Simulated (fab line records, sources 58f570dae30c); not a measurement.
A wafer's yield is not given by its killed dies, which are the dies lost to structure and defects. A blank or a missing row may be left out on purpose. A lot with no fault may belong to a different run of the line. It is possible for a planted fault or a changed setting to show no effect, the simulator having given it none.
What tool caused it? + flow berkeley-cmos170 + 33 wafers from 11 lots sampled at 6 of the route's 331 steps

## WHAT EACH GAUGE READ, for each wafer
UCB170_NWELL_THK_MEAS_05. Usual: NWELL_NITRIDE_THK typically reads 224.1 nm, with standard deviation 2.5.
| lot  | measured    | on            | NWELL_NITRIDE_THK (nm) | flag |
|------|-------------|---------------|------------------------|------|
| L158 | day 2 09:29 | film-metro-04 | 222.3 222.5 222.8      |      |
| L159 | day 2 17:51 | film-metro-01 | 226.4 227.1 226.2      |      |
| L160 | day 2 17:51 | film-metro-02 | 227.2 224.8 225.7      |      |
| L161 | day 3 03:58 | film-metro-01 | 225.4 225.0 226.7      |      |
| L163 | day 3 18:44 | film-metro-01 | 229.3 228.5 227.7      |      |
| L162 | day 3 18:45 | film-metro-02 | 224.7 225.0 224.6      |      |
| L165 | day 4 07:40 | film-metro-01 | 222.0 222.1 220.4      |      |
| L164 | day 4 07:41 | film-metro-04 | 224.1 224.2 223.5      |      |
| L166 | day 4 12:05 | film-metro-01 | 221.8 224.8 225.7      |      |
| L170 | day 5 01:53 | film-metro-01 | 220.2 221.0 221.7      |      |
| L173 | day 5 11:09 | film-metro-01 | 221.9 223.5 224.6      |      |

UCB170_PWELL_THK_MEAS_03. Usual: PWELL_OXIDE_THK typically reads 26.4 nm, with standard deviation 0.45.
| lot  | measured    | on            | PWELL_OXIDE_THK (nm) | flag |
|------|-------------|---------------|----------------------|------|
| L158 | day 2 20:16 | film-metro-01 | 26.1 26.3 26.4       |      |
| L159 | day 3 09:01 | film-metro-01 | 27.6 27.3 27.2       |      |
| L160 | day 3 09:01 | film-metro-03 | 26.8 26.6 27.3       |      |
| L161 | day 3 22:39 | film-metro-01 | 26.5 26.5 26.7       |      |
| L163 | day 4 08:52 | film-metro-04 | 26.3 26.1 26.3       |      |
| L162 | day 4 08:52 | film-metro-01 | 26.9 26.3 26.9       |      |
| L165 | day 4 21:55 | film-metro-01 | 26.3 26.4 25.8       |      |
| L164 | day 4 21:56 | film-metro-04 | 26.5 26.1 26.6       |      |
| L166 | day 5 07:35 | film-metro-04 | 25.6 26.2 26.1       |      |
| L170 | day 5 14:43 | film-metro-04 | 26.4 26.3 26.9       |      |
| L173 | day 6 01:15 | film-metro-04 | 26.1 25.9 26.3       |      |

UCB170_GATE_THK_MEAS_05. Usual: GATE_POLY_THK typically reads 216.1 nm, with standard deviation 2.
| lot  | measured    | on            | GATE_POLY_THK (nm) | flag |
|------|-------------|---------------|--------------------|------|
| L158 | day 6 20:46 | film-metro-03 | 217.4 215.3 217.0  |      |
| L159 | day 7 19:04 | film-metro-03 | 218.9 218.6 217.0  |      |
| L160 | day 7 19:05 | film-metro-02 | 215.0 214.7 214.2  |      |
| L161 | day 8 03:59 | film-metro-01 | 215.2 215.8 213.1  |      |
| L163 | day 8 03:59 | film-metro-03 | 216.7 218.4 217.6  |      |
| L162 | day 8 04:00 | film-metro-02 | 213.0 215.4 214.0  |      |
| L165 | day 9 02:23 | film-metro-03 | 185.2 186.8 184.7  | OFF  |
| L164 | day 9 02:24 | film-metro-02 | 189.1 189.2 188.6  | OFF  |
| L166 | day 9 20:58 | film-metro-01 | 216.3 213.6 215.8  |      |
| L170 | day 9 21:08 | film-metro-01 | 218.0 215.9 216.3  |      |
| L173 | day 9 21:12 | film-metro-01 | 211.1 211.0 211.1  |      |

UCB170_PSD_OVL_MEAS_07. Usual: PSD_OVL typically reads -2 nm, with standard deviation 6.
| lot  | measured     | on         | PSD_OVL (nm) | flag |
|------|--------------|------------|--------------|------|
| L158 | day 7 16:24  | overlay-02 | 3 3 -2       |      |
| L159 | day 8 07:05  | overlay-01 | 3 -2 -1      |      |
| L160 | day 8 07:22  | overlay-01 | 11 11 0      |      |
| L161 | day 8 17:23  | overlay-01 | 2 4 -2       |      |
| L163 | day 8 17:07  | overlay-01 | 3 6 7        |      |
| L162 | day 8 17:37  | overlay-01 | -10 0 3      |      |
| L165 | day 9 16:42  | overlay-01 | 4 11 8       |      |
| L164 | day 9 16:31  | overlay-01 | 0 0 8        |      |
| L166 | day 10 12:30 | overlay-01 | -3 -1 -3     |      |
| L170 | day 10 13:08 | overlay-01 | 1 -9 -15     |      |
| L173 | day 10 13:10 | overlay-02 | 3 -1 0       |      |

## WHICH TOOL RAN EACH LOT (tool, then ch and the chambers of the sampled wafers, then the start)
| lot  | UCB170_GATE_CVD_04         | UCB170_GATE_ETCH_15             |
|------|----------------------------|---------------------------------|
| L158 | lpcvd-01 ch 0, day 6 19:18 | rie-si-01 ch 0,3, day 7 00:06   |
| L159 | lpcvd-02 ch 1, day 7 17:35 | rie-si-01 ch 0,1,3, day 7 20:10 |
| L160 | lpcvd-02 ch 1, day 7 17:35 | rie-si-02 ch 0,3, day 7 20:26   |
| L161 | lpcvd-01 ch 0, day 8 02:35 | rie-si-02 ch 0,1, day 8 06:02   |
| L163 | lpcvd-01 ch 0, day 8 02:35 | rie-si-01 ch 0,2, day 8 05:52   |
| L162 | lpcvd-01 ch 1, day 8 02:35 | rie-si-01 ch 1,2,3, day 8 06:12 |
| L165 | lpcvd-01 ch 0, day 9 00:59 | rie-si-01 ch 0,1,3, day 9 03:47 |
| L164 | lpcvd-01 ch 1, day 9 00:59 | rie-si-02 ch 1,2, day 9 03:29   |
| L166 | lpcvd-02 ch 1, day 9 19:23 | rie-si-01 ch 1,2,3, day 9 22:47 |
| L170 | lpcvd-02 ch 1, day 9 19:23 | rie-si-02 ch 0,2,3, day 9 23:12 |
| L173 | lpcvd-02 ch 1, day 9 19:23 | rie-si-01 ch 1,2, day 9 23:19   |
- UCB170_GATE_CVD_04: deposits poly-Si from SiH4, time 1440 s, target thk 214 nm.
- UCB170_GATE_ETCH_15: etches poly-Si in HBr/Cl2, stops on SiO2, time 56.3 s, target depth 278.2 nm.

## WHAT THE TOOLS THEMSELVES READ (means of the sampled wafers that have a number; where no wafer has one, the mark that the record gives instead)
UCB170_GATE_ETCH_15. Usual: chamber-pressure-mTorr 15.002 mTorr, standard deviation 0.013; drypump-motor-current-A 5.9 A, standard deviation 0.53; oes-product-au 0.830 a.u., standard deviation 0.011; throttle-valve-pct 26.49 %, standard deviation 0.25.
| lot  | tool      | chamber-pressure-mTorr (mTorr) | drypump-motor-current-A (A) | oes-product-au (a.u.) | throttle-valve-pct (%) | flag |
|------|-----------|--------------------------------|-----------------------------|-----------------------|------------------------|------|
| L158 | rie-si-01 | 15.003                         | 5.2                         | 0.830                 | 26.61                  |      |
| L159 | rie-si-01 | 15.011                         | 5.6                         | 0.835                 | 26.43                  |      |
| L160 | rie-si-02 | 14.998                         | 6.3                         | 0.831                 | 26.46                  |      |
| L161 | rie-si-02 | 15.007                         | 6.0                         | 0.836                 | 26.65                  |      |
| L163 | rie-si-01 | 15.001                         | 5.4                         | 0.830                 | 26.77                  |      |
| L162 | rie-si-01 | 15.004                         | 6.2                         | 0.819                 | 26.34                  |      |
| L165 | rie-si-01 | 14.996                         | 5.7                         | 0.749                 | 26.44                  | OFF  |
| L164 | rie-si-02 | 15.012                         | 5.5                         | 0.765                 | 26.63                  | OFF  |
| L166 | rie-si-01 | 15.002                         | 6.1                         | 0.824                 | 26.33                  |      |
| L170 | rie-si-02 | 15.009                         | 5.9                         | 0.830                 | 26.44                  |      |
| L173 | rie-si-01 | 15.001                         | 6.2                         | 0.814                 | 26.50                  |      |

## THE ANSWER, worked out from the rows above alone
Rule: lot off if the mean of its wafers having a number is beyond 3 standard deviations from the usual mean. Also off: a lot with no number at a reading for which 4 or more lots have one. Any other lot the step has rows for is counted as sound. Order of review: gauges by route order, followed by the tools' own readings, for which a lot's mean as printed above is used. At the first step where some lot is off, the reading lying furthest off is the one used; lots without a number count as furthest.
Off: L165, L164, seen at UCB170_GATE_THK_MEAS_05 (GATE_POLY_THK).
A tool fits if, at a process step before that reading, it ran every lot that is off, and no sound lot after the first of them. Not tried: the gauges at UCB170_GATE_THK_MEAS_05; whatever is off there is also off at UCB170_GATE_ETCH_15, on other tools, and gauge error can't account for it. One fits: lpcvd-01 at UCB170_GATE_CVD_04. A fault onset in the window from L161 (day 8 02:35, its last sound lot) to L164 (day 9 00:59, its first lot off) fits.

## WHAT THE SIMULATOR PUT IN
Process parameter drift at UCB170_GATE_CVD_04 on lpcvd-01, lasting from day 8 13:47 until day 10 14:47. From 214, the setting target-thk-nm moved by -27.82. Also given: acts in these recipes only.
Struck lots among those shown: L165, L164. The same result came from the rule above.
